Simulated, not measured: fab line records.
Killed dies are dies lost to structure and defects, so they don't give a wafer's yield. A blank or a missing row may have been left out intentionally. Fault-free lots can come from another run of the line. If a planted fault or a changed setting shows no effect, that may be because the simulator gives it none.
Struck lot and sound lot, side by side | flow rit_cmos | 44 steps out of a route of 202
Sound: these wafers, L962.1, L962.3, L962.4. Struck: wafers L977.3, L977.4, L977.5. Last of all comes the cause.
Each step with rows lists, per side, the tool, then ch with its chambers, then its first start. Under that, the readings that differ: sound wafers | struck wafers | difference of the means | sigmas: that difference in standard deviations of wafers without a fault.
alike: readings with means less than 2 such deviations apart, plus words and numbers identical on both sides. not compared: withheld readings, readings lacking a value on some wafer, bounds such as >300 that could conceal the same value, and numbers that have no deviation in the record and whose values overlap.
Wherever a step has rows on one side only, a row that says differs or no value, or a row with sigmas, the two part there. Numbers that have no deviation but don't overlap get no sigmas and don't part them. Lack of a reading on every wafer of one side parts them only where that side has two or more wafers.

first, 4 steps without rows for these wafers: RIT_PLDD_SOFTBAKE_02 (time 60 s); RIT_PLDD_EXPOSE_03 (exposes mask M8, target cd 40900 nm); RIT_PLDD_PEB_04; RIT_PLDD_DEVELOP_05 (develop time 50 s).
RIT_PLDD_OVL_MEAS_06:
  sound: overlay-01 at day 3 01:00; struck: overlay-02 at day 6 01:59
  alike: PLDD_OVL
then, 2 steps without rows for these wafers: RIT_PLDD_HARDBAKE_07 (time 60 s); RIT_PLDD_IMPLANT_08.
RIT_PLDD_STRIP_09: strips in O2, time 180 s.
  sound on plasma_asher-03 ch 0,1, day 3 01:20; struck on plasma_asher-01 ch 0,1, day 6 02:28
  alike: drypump_motor_current_A
  not compared: rf_hours_counter_h
RIT_PLDD_TW_MEAS_10:
  sound: film_metro-02 at day 3 01:31; struck: film_metro-02 at day 6 02:35
  alike: PLDD_TW
then, 3 steps without rows for these wafers: RIT_SPACER_CLEAN_00 (cleans in SC1, time 600 s); RIT_SPACER_CLEAN_01 (cleans in dHF, time 30 s); RIT_SPACER_CLEAN_02 (cleans in SC2, time 600 s).
RIT_SPACER_CVD_03: deposits Si3N4 from SiH2Cl2/NH3, target thk 250 nm, time 3300 s.
  sound on lpcvd-01 ch 1, day 3 01:56; struck on lpcvd-01 ch 0, day 6 03:32
  reading                                  | sound             | struck            | difference | sigmas
  model.Si3N4_of_SPACER_CVD_03.thk_nm (nm) | 253.6 251.3 252.8 | 230.1 233.7 230.4 | -21.2      |
RIT_SPACER_THK_MEAS_04:
  sound: film_metro-03 at day 3 03:51; struck: film_metro-01 at day 6 05:28
  reading                 | sound             | struck            | difference | sigmas
  SPACER_NITRIDE_THK (nm) | 253.7 251.1 252.9 | 230.1 233.7 230.7 | -21.1      | -9
RIT_SPACER_ETCHBACK_05: etches Si3N4 in SF6/CHF3, stops on SiO2, target depth 250 nm, time 240 s.
  sound on rie_diel-04 ch 1,2,3, day 3 03:55; struck on rie_diel-04 ch 0,2, day 6 05:31
  reading                  | sound             | struck            | difference | sigmas
  oes_product_au (a.u.)    | 0.854 0.846 0.840 | 0.779 0.791 0.798 | -0.057     | -5
  model.etch.depth_nm (nm) | 253.6 251.3 252.8 | 230.1 233.7 230.4 | -21.2      |
  alike: drypump_motor_current_A, throttle_valve_pct
  not compared: rf_hours_counter_h
then, 6 steps without rows for these wafers: RIT_NSD_HMDS_00 (prime time 60 s); RIT_NSD_COAT_01 (resist thk 1000 nm); RIT_NSD_SOFTBAKE_02 (time 60 s); RIT_NSD_EXPOSE_03 (exposes mask M9, target cd 40700 nm); RIT_NSD_PEB_04; RIT_NSD_DEVELOP_05 (develop time 50 s).
RIT_NSD_OVL_MEAS_06:
  sound: overlay-01 at day 3 05:04; struck: overlay-02 at day 6 06:31
  reading      | sound        | struck      | difference | sigmas
  NSD_OVL (nm) | 0.3 -1.5 1.7 | 5.0 2.3 3.0 | +3.3       | +2
then, 2 steps without rows for these wafers: RIT_NSD_HARDBAKE_07 (time 60 s); RIT_NSD_IMPLANT_08.
RIT_NSD_STRIP_09: strips in O2, time 180 s.
  sound on plasma_asher-02 ch 0,1, day 3 05:25; struck on plasma_asher-04 ch 0,1, day 6 06:54
  alike: drypump_motor_current_A
  not compared: rf_hours_counter_h
RIT_NSD_TW_MEAS_10:
  sound: film_metro-03 at day 3 05:35; struck: film_metro-03 at day 6 07:02
  alike: NSD_TW
then, 6 steps without rows for these wafers: RIT_PSD_HMDS_00 (prime time 60 s); RIT_PSD_COAT_01 (resist thk 1000 nm); RIT_PSD_SOFTBAKE_02 (time 60 s); RIT_PSD_EXPOSE_03 (exposes mask M10, target cd 40900 nm); RIT_PSD_PEB_04; RIT_PSD_DEVELOP_05 (develop time 50 s).
RIT_PSD_OVL_MEAS_06:
  sound: overlay-02 at day 3 06:37; struck: overlay-01 at day 6 08:04
  alike: PSD_OVL
then, 2 steps without rows for these wafers: RIT_PSD_HARDBAKE_07 (time 60 s); RIT_PSD_IMPLANT_08.
RIT_PSD_STRIP_09: strips in O2, time 180 s.
  sound on plasma_asher-02 ch 0,1, day 3 06:58; struck on plasma_asher-02 ch 0,1, day 6 08:29
  alike: drypump_motor_current_A
  not compared: rf_hours_counter_h
RIT_PSD_TW_MEAS_10:
  sound: film_metro-04 at day 3 07:08; struck: film_metro-03 at day 6 08:38
  alike: PSD_TW
then, 3 steps without rows for these wafers: RIT_SDANNEAL_CLEAN_00 (cleans in SC1, time 600 s); RIT_SDANNEAL_CLEAN_01 (cleans in dHF, time 30 s); RIT_SDANNEAL_CLEAN_02 (cleans in SC2, time 600 s).
RIT_SDANNEAL_RTA_03: time 5 s.
  sound on rtp_anneal-01 ch 0, day 3 07:34; struck on rtp_anneal-02 ch 0, day 6 09:04
  reading           | sound                | struck               | difference | sigmas
  anneal_temp_c_max | 1055.2 1054.8 1056.3 | 1052.9 1052.8 1054.3 | -2.1       | -2
  alike: wafer_temp_C_max
RIT_SDANNEAL_RS_MEAS_04: a four-point-probe measurement.
  sound: film_metro-03 at day 3 07:37; struck: film_metro-04 at day 6 09:09
  alike: PSD_RS
RIT_SILICIDE_WET_ETCH_00: etches SiO2 in BOE, target depth 14 nm, time 15 s.
  sound on wet_bench-03 ch 3, day 3 08:06; struck on wet_bench-04 ch 0, day 6 09:35
  reading                                  | sound             | struck            | difference | sigmas
  model.Si3N4_of_SPACER_CVD_03.thk_nm (nm) | 197.3 196.1 196.1 | 178.4 181.2 179.3 | -16.9      |
RIT_M1_PROBE_99:
  sound: prober-02 at day 3 15:20; struck: prober-01 at day 6 16:38
  reading                                | sound             | struck            | difference | sigmas
  model.etest.nmos_0p15.r_on_ohm_um      | 1097 1110 1156    | 1187 1157 1199    | +60        |
  model.etest.nmos_0p3.r_on_ohm_um       | 2100 2130 2131    | 2208 2169 2204    | +73        |
  model.etest.pplus_sal.width_nm (nm)    | 3434 3429 3434    | 3477 3482 3455    | +39        |
  model.etest.nplus_sal.width_nm (nm)    | 3438 3420 3442    | 3496 3475 3471    | +47        |
  model.etest.pwell_pinched.rs_ohm_sq    | 468.9 459 470.7   | 479.3 481.3 481.7 | +14.6      |
  model.etest.nwell_pinched.rs_ohm_sq    | 340 338 340.6     | 347.4 348.1 345.6 | +7.5       |
  model.etest.diode_pplus_nwell.bv_v (V) | 6.734 6.711 6.749 | 6.806 6.858 6.83  | +0.100     |
  model.etest.nmos_0p15.tox_inv_nm (nm)  | 4.378 4.424 4.356 | 4.34 4.328 4.284  | -0.07      |
  alike: killed_at_M0_to_M3, killed_at_contacts, killed_at_front_end, killed_dies, killed_open, killed_short

== WHERE THEY PART ==
Last at RIT_SDANNEAL_RTA_03 as far as this record goes, first at RIT_SPACER_THK_MEAS_04. Later steps at which nothing parts them and some readings are alike: RIT_SDANNEAL_RS_MEAS_04, RIT_M1_PROBE_99.

WHY: what had been put in by the simulator
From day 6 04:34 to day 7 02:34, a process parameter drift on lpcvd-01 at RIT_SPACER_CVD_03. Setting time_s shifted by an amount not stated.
